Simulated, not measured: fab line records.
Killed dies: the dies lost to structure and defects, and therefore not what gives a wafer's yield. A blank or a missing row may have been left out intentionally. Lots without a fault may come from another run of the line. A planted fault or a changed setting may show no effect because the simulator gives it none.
What tool caused it? + flow berkeleyCmos170 + 42 wafers from 14 lots sampled at 7 of the route's 331 steps

== WHAT THE GAUGES READ, wafer by wafer ==
UCB170_FIELD_THK_MEAS_02.
| lot  | measured    | on           | FIELD_OXIDE_THK (nm) |
|------|-------------|--------------|----------------------|
| L290 | day 4 09:11 | filmMetro-01 | 552 553 559          |
| L291 | day 4 18:36 | filmMetro-02 | 565 563 560          |
| L292 | day 5 06:40 | filmMetro-04 | 559 569 567          |
| L294 | day 5 12:34 | filmMetro-01 | 555 544 554          |
| L295 | day 5 12:29 | filmMetro-01 | 534 543 547          |
| L296 | day 5 12:31 | filmMetro-02 | 565 570 567          |
| L298 | day 5 21:31 | filmMetro-02 | 542 545 546          |
| L303 | day 7 09:43 | filmMetro-04 | 643 644 646          |
| L304 | day 7 09:45 | filmMetro-01 | 652 647 650          |
| L306 | day 7 18:39 | filmMetro-04 | 560 549 553          |
| L307 | day 7 18:38 | filmMetro-02 | 547 534 553          |
| L308 | day 8 06:05 | filmMetro-02 | 566 562 554          |
| L309 | day 8 15:17 | filmMetro-04 | 566 565 557          |
| L310 | day 8 15:18 | filmMetro-01 | 568 562 567          |

UCB170_FIELD_THK_MEAS_90.
| lot  | measured    | on           | FIELD_OXIDE_LEFT_1_THK (nm) |
|------|-------------|--------------|-----------------------------|
| L290 | day 4 17:05 | filmMetro-04 | 436 438 444                 |
| L291 | day 5 02:16 | filmMetro-02 | 447 446 443                 |
| L292 | day 5 14:29 | filmMetro-04 | 442 452 449                 |
| L294 | day 5 18:42 | filmMetro-01 | 438 426 437                 |
| L295 | day 5 18:41 | filmMetro-04 | 417 426 431                 |
| L296 | day 5 18:41 | filmMetro-02 | 449 453 450                 |
| L298 | day 6 04:42 | filmMetro-04 | 425 427 428                 |
| L303 | day 7 15:26 | filmMetro-01 | 526 526 529                 |
| L304 | day 7 15:28 | filmMetro-02 | 536 531 534                 |
| L306 | day 8 03:11 | filmMetro-04 | 443 431 435                 |
| L307 | day 8 03:10 | filmMetro-01 | 432 419 437                 |
| L308 | day 8 14:30 | filmMetro-01 | 451 447 438                 |
| L309 | day 8 21:42 | filmMetro-04 | 449 446 440                 |
| L310 | day 8 21:42 | filmMetro-02 | 452 446 451                 |

UCB170_FIELD_THK_MEAS_91.
| lot  | measured    | on           | FIELD_OXIDE_LEFT_2_THK (nm) |
|------|-------------|--------------|-----------------------------|
| L290 | day 5 06:44 | filmMetro-01 | 348 349 355                 |
| L291 | day 5 14:57 | filmMetro-01 | 358 357 354                 |
| L292 | day 6 05:08 | filmMetro-02 | 354 363 361                 |
| L294 | day 6 08:13 | filmMetro-01 | 349 338 348                 |
| L295 | day 6 07:58 | filmMetro-01 | 329 338 343                 |
| L296 | day 6 07:50 | filmMetro-02 | 361 365 362                 |
| L298 | day 6 17:50 | filmMetro-04 | 338 340 340                 |
| L303 | day 8 10:13 | filmMetro-02 | 437 437 440                 |
| L304 | day 8 10:08 | filmMetro-04 | 449 444 447                 |
| L306 | day 8 17:47 | filmMetro-01 | 354 343 347                 |
| L307 | day 8 18:03 | filmMetro-04 | 344 332 350                 |
| L308 | day 9 06:15 | filmMetro-02 | 363 359 351                 |
| L309 | day 9 14:52 | filmMetro-02 | 360 358 351                 |
| L310 | day 9 15:08 | filmMetro-01 | 363 357 362                 |

UCB170_PLDD_TW_MEAS_11.
| lot  | measured     | on           | PLDD_TW        |
|------|--------------|--------------|----------------|
| L290 | day 5 18:18  | filmMetro-04 | 1012 1009 1006 |
| L291 | day 6 06:08  | filmMetro-04 | 1013 1012 1018 |
| L292 | day 6 19:07  | filmMetro-02 | 1003 1008 1007 |
| L294 | day 6 20:01  | filmMetro-04 | 1013 1011 1009 |
| L295 | day 6 20:16  | filmMetro-02 | 1007 1012 1006 |
| L296 | day 6 19:50  | filmMetro-04 | 1011 1013 1008 |
| L298 | day 7 06:43  | filmMetro-02 | 1003 1007 1009 |
| L303 | day 8 21:53  | filmMetro-03 | 1020 1020 1023 |
| L304 | day 8 21:26  | filmMetro-03 | 1024 1017 1022 |
| L306 | day 9 09:49  | filmMetro-03 | 1022 1022 1025 |
| L307 | day 9 10:26  | filmMetro-03 | 1026 1024 1026 |
| L308 | day 9 20:05  | filmMetro-03 | 1022 1019 1022 |
| L309 | day 10 05:36 | filmMetro-02 | 1009 1013 1014 |
| L310 | day 10 05:53 | filmMetro-04 | 1009 1003 1013 |

UCB170_V2_THK_MEAS_04.
| lot  | measured     | on           | V2_POLISHED_THK (nm) |
|------|--------------|--------------|----------------------|
| L290 | day 7 00:10  | filmMetro-02 | 1000.3 999.8 1002.2  |
| L291 | day 7 15:46  | filmMetro-01 | 999.3 999.2 999.4    |
| L292 | day 8 05:26  | filmMetro-01 | 999.0 998.7 998.3    |
| L294 | day 8 06:02  | filmMetro-01 | 1001.1 999.2 1000.8  |
| L295 | day 8 05:31  | filmMetro-03 | 998.7 1000.0 998.2   |
| L296 | day 8 04:46  | filmMetro-01 | 998.9 999.1 997.9    |
| L298 | day 8 11:40  | filmMetro-02 | 1001.1 1000.9 1002.0 |
| L303 | day 10 07:13 | filmMetro-01 | 997.4 998.8 996.9    |
| L304 | day 10 07:18 | filmMetro-02 | 999.1 1000.9 1000.3  |
| L306 | day 10 23:37 | filmMetro-02 | 1000.9 1001.6 1001.2 |
| L307 | day 10 23:59 | filmMetro-01 | 999.1 1000.3 999.9   |
| L308 | day 11 07:48 | filmMetro-02 | 1001.4 999.7 1000.6  |
| L309 | day 11 16:37 | filmMetro-02 | 999.9 1000.9 1000.0  |
| L310 | day 11 16:53 | filmMetro-03 | 1001.2 999.4 999.8   |

== WHICH TOOL RAN EACH LOT (tool, then ch and the chambers of the sampled wafers, then the start) ==
| lot  | UCB170_NWELL_ETCH_13             | UCB170_FIELD_OXIDATION_01    |
|------|----------------------------------|------------------------------|
| L290 | rieDiel-03 ch 0,2,3, day 2 07:17 | furnace-01 ch 0, day 4 06:11 |
| L291 | rieDiel-03 ch 1,2,3, day 2 13:49 | furnace-01 ch 0, day 4 15:36 |
| L292 | rieDiel-03 ch 1,3, day 2 17:54   | furnace-03 ch 0, day 5 03:39 |
| L294 | rieDiel-03 ch 0,2, day 3 07:05   | furnace-03 ch 0, day 5 09:29 |
| L295 | rieDiel-01 ch 0,1,2, day 3 12:59 | furnace-03 ch 0, day 5 09:29 |
| L296 | rieDiel-01 ch 0,1,2, day 3 13:22 | furnace-03 ch 0, day 5 09:29 |
| L298 | rieDiel-03 ch 0,1, day 3 23:01   | furnace-01 ch 0, day 5 18:31 |
| L303 | rieDiel-02 ch 1,2,3, day 5 05:04 | furnace-01 ch 0, day 7 06:43 |
| L304 | rieDiel-01 ch 0,1,2, day 5 05:10 | furnace-01 ch 0, day 7 06:43 |
| L306 | rieDiel-01 ch 2,3, day 5 13:34   | furnace-03 ch 0, day 7 15:37 |
| L307 | rieDiel-01 ch 1,2,3, day 5 19:56 | furnace-03 ch 0, day 7 15:37 |
| L308 | rieDiel-01 ch 0,1,2, day 5 23:17 | furnace-03 ch 0, day 8 03:04 |
| L309 | rieDiel-01 ch 0,1, day 6 05:17   | furnace-04 ch 0, day 8 12:17 |
| L310 | rieDiel-02 ch 1,2, day 6 09:07   | furnace-04 ch 0, day 8 12:17 |
- UCB170_NWELL_ETCH_13: etches Si3N4 in CH3F/Ar/O2, stops on SiO2, target depth 246.4 nm, time 154 s.
- UCB170_FIELD_OXIDATION_01: target thk 558.3 nm, ox time 7200 s.

== WHAT THE TOOLS THEMSELVES READ (means of the sampled wafers that have a number; where no wafer has one, the mark that the record gives instead) ==
UCB170_NWELL_ETCH_13.
| lot  | tool       | drypumpMotorCurrentA (A) | oesProductAu (a.u.) | throttleValvePct (%) |
|------|------------|--------------------------|---------------------|----------------------|
| L290 | rieDiel-03 | 6.0                      | 0.951               | 8.19                 |
| L291 | rieDiel-03 | 5.9                      | 0.925               | 8.17                 |
| L292 | rieDiel-03 | 5.6                      | 0.936               | 8.10                 |
| L294 | rieDiel-03 | 6.4                      | 0.949               | 8.25                 |
| L295 | rieDiel-01 | 5.6                      | 0.942               | 8.01                 |
| L296 | rieDiel-01 | 5.6                      | 0.942               | 8.01                 |
| L298 | rieDiel-03 | 5.7                      | 0.924               | 8.09                 |
| L303 | rieDiel-02 | 5.8                      | 0.931               | 8.06                 |
| L304 | rieDiel-01 | 5.6                      | 0.949               | 8.01                 |
| L306 | rieDiel-01 | 5.8                      | 0.958               | 8.06                 |
| L307 | rieDiel-01 | 5.7                      | 0.947               | 8.06                 |
| L308 | rieDiel-01 | 5.6                      | 0.947               | 8.01                 |
| L309 | rieDiel-01 | 5.7                      | 0.951               | 7.93                 |
| L310 | rieDiel-02 | 5.7                      | 0.910               | 8.05                 |

UCB170_FIELD_OXIDATION_01.
| lot  | tool       | spikeTcCentreC (C) | spikeTcLoadC (C) | spikeTcSourceC (C) | tubeCenterTempC (C) | tube_center_temp_C_max |
|------|------------|--------------------|------------------|--------------------|---------------------|------------------------|
| L290 | furnace-01 | 1003.1             | 1024             | 1023.2             | 1000                | 1002.6                 |
| L291 | furnace-01 | 1002.1             | 1026             | 1021.6             | 1000                | 1002.4                 |
| L292 | furnace-03 | 1002.4             | 1031             | 1024.8             | 1000                | 1002.3                 |
| L294 | furnace-03 | 1002.1             | 1031             | 1024.8             | 1000                | 1002.4                 |
| L295 | furnace-03 | 1003.4             | 1032             | 1025.5             | 1000                | 1002.7                 |
| L296 | furnace-03 | 1002.6             | 1031             | 1025.1             | 1000                | 1002.3                 |
| L298 | furnace-01 | 1002.7             | 1025             | 1023.2             | 1000                | 1002.6                 |
| L303 | furnace-01 | 1022.1             | 1046             | 1042.1             | 1020                | 1023.0                 |
| L304 | furnace-01 | 1023.3             | 1045             | 1042.7             | 1020                | 1022.6                 |
| L306 | furnace-03 | 1003.2             | 1032             | 1024.7             | 1000                | 1002.7                 |
| L307 | furnace-03 | 1003.4             | 1031             | 1024.7             | 1000                | 1002.2                 |
| L308 | furnace-03 | 1004.2             | 1030             | 1024.4             | 1000                | 1002.6                 |
| L309 | furnace-04 | 1003.3             | 1023             | 1030.6             | 1000                | 1002.6                 |
| L310 | furnace-04 | 1003.6             | 1022             | 1029.3             | 1000                | 1002.6                 |

== THE ANSWER, worked out from the rows above alone ==
Rule: the lots themselves supply what counts as usual. The widest of any qualifying gaps counts: lots, ordered by their means at a reading, are off when they make up no more than a third of the lots, leave a main group of 4 or more, and stand apart from it by 3 or more times the standard deviation of that group's means. If all means in a main group match to the digits the tables above print for the reading, that group is not used. A lot without any number at a reading at which 4 lots or more have one is off too. All remaining lots with rows at the step are treated as sound. After the gauges, taken in route order, come the tools' own readings; for these a lot's mean is taken, as printed above. At the first step where some lot is off, the reading lying furthest off is the one used; lots without a number count as furthest.
Off: L303, L304, at UCB170_FIELD_THK_MEAS_02 (FIELD_OXIDE_THK). Mean 556 nm and standard deviation 8.8 in the main group.
If a tool, at a process step before that reading, ran all the lots that are off and no sound lot after the first of them, it fits. Not tried: the gauges at UCB170_FIELD_THK_MEAS_02; whatever is off there is also off at UCB170_FIELD_OXIDATION_01, on other tools, and gauge error can't account for it. One candidate fits, namely furnace-01 at UCB170_FIELD_OXIDATION_01. A fault onset in the window from L298 (day 5 18:31, its last sound lot) to L303 (day 7 06:43, its first lot off) fits.
The tool's own readings at UCB170_FIELD_OXIDATION_01 bear it out: on the lots that are off they differ by more than 5 times the standard deviation of the sound lots' means. spikeTcCentreC reads 1022.7 C there against 1003.0 C on the sound lots; spikeTcSourceC reads 1042.4 C there against 1025.2 C on the sound lots; tubeCenterTempC reads 1020 C there against 1000 C on the sound lots; tube_center_temp_C_max reads 1022.8 there against 1002.5 on the sound lots.

== WHAT HAD BEEN PUT IN BY THE SIMULATOR ==
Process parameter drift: furnace-01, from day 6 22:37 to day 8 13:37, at UCB170_FIELD_OXIDATION_01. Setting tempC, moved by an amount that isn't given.
Shown lots that were struck: L303, L304. The rule given above showed the same thing.
